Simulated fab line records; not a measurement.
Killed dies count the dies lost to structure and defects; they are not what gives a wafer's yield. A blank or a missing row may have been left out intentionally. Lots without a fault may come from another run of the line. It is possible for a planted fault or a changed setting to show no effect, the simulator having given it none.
Problem report in the 8D (eight disciplines) form, filled by code || flow berkeleyCmos170 || the parts of the form that need people (team, actions taken, sign-off) are left out

1. THE ISSUE
At UCB170_ZERO_COAT_01, spinSpeedRpm averages 1431.2 rpm over 6 wafers from 2 lots, while fault-free wafers read 1500.2 rpm, standard deviation 0.91. Relative to the usual mean, that is a shift of -76 standard deviations.
The step: resist thk 900 nm.
The first sign was on wafer L915.2 at day 3 23:13, on lithoTrack-01. The record holds 42 wafers of 14 lots with a number at this step. Rule for "out", or "out of limits": more than 4 standard deviations from the usual mean. The rest of the wafers with a number are treated as sound.

2. WHAT IT IS; WHAT IT IS NOT
{"question": "which readings at this step", "is": "spinSpeedRpm", "is not": "-"}
{"question": "which lots", "is": "L915, L919", "is not": "L906, L907, L908, L909, L913, L918, L921, L923, L925, L926, L928, L929"}
{"question": "which wafers of those lots", "is": "all that have a number", "is not": "-"}
{"question": "read on which tools", "is": "lithoTrack-01", "is not": "lithoTrack-02, lithoTrack-03"}
{"question": "when", "is": "from day 3 23:13", "is not": "up to then (15 sound wafers); but 21 sound wafers of L918, L921, L923, L925, L926, L928, L929 came after"}

3. SUSPECTS, AND WHAT RULES EACH OUT
Counting: any tool at a process step up to the reading is kept as a suspect provided that every lot that is out went through it and no sound lot did after the first of them.
- lithoTrack-01 at UCB170_ZERO_COAT_01 (resist thk 900 nm): kept. All lots that are out passed through it, beginning with L915 at day 3 23:13, and no sound lot followed; its final sound lot before that point was L908 at day 2 09:07. Its own readings are out on those wafers: spinSpeedRpm.
Left after counting: lithoTrack-01 at UCB170_ZERO_COAT_01.

4. THE CAUSE (what the simulator had put in)
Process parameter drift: lithoTrack-01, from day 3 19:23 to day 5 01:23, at UCB170_ZERO_COAT_01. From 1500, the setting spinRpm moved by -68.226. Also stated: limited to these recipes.
Only this tool survived the counting.

5. THE CHAIN OF EFFECTS, in route order
Each row: a reading where the mean over the struck wafers with a number is more than 3 standard deviations away from the usual. Only readings whose record carries a usual standard deviation are examined. hours: median over the lots of the time between each lot's start at the first step of this table that gives one and its start at this step. sigmas: the change, counted in usual standard deviations.
{"hours": 0, "step": "UCB170_ZERO_COAT_01", "reading": "spinSpeedRpm", "usual": "1500.2 rpm", "on struck wafers": 1431.2, "change": -69.0, "sigmas": -76}
{"hours": 1, "step": "UCB170_ZERO_STRIP_07", "reading": "stripTimeToEndpointS", "usual": "21.45 s", "on struck wafers": 21.90, "change": "+0.45", "sigmas": "+7.3"}
Here are the process steps it includes:
- UCB170_ZERO_COAT_01: resist thk 900 nm.
- UCB170_ZERO_STRIP_07: strips in O2.
Later measuring or inspecting steps at which every struck wafer that the step has a row for has a number for every such reading, and none has moved that far: UCB170_NVT_OVL_MEAS_06, UCB170_M3_BOW_MEAS_20.

6. WHAT WOULD HAVE CAUGHT IT SOONER
In this record no reading fell out of limits until day 3 23:13, 4 hours after the fault had begun at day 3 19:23.
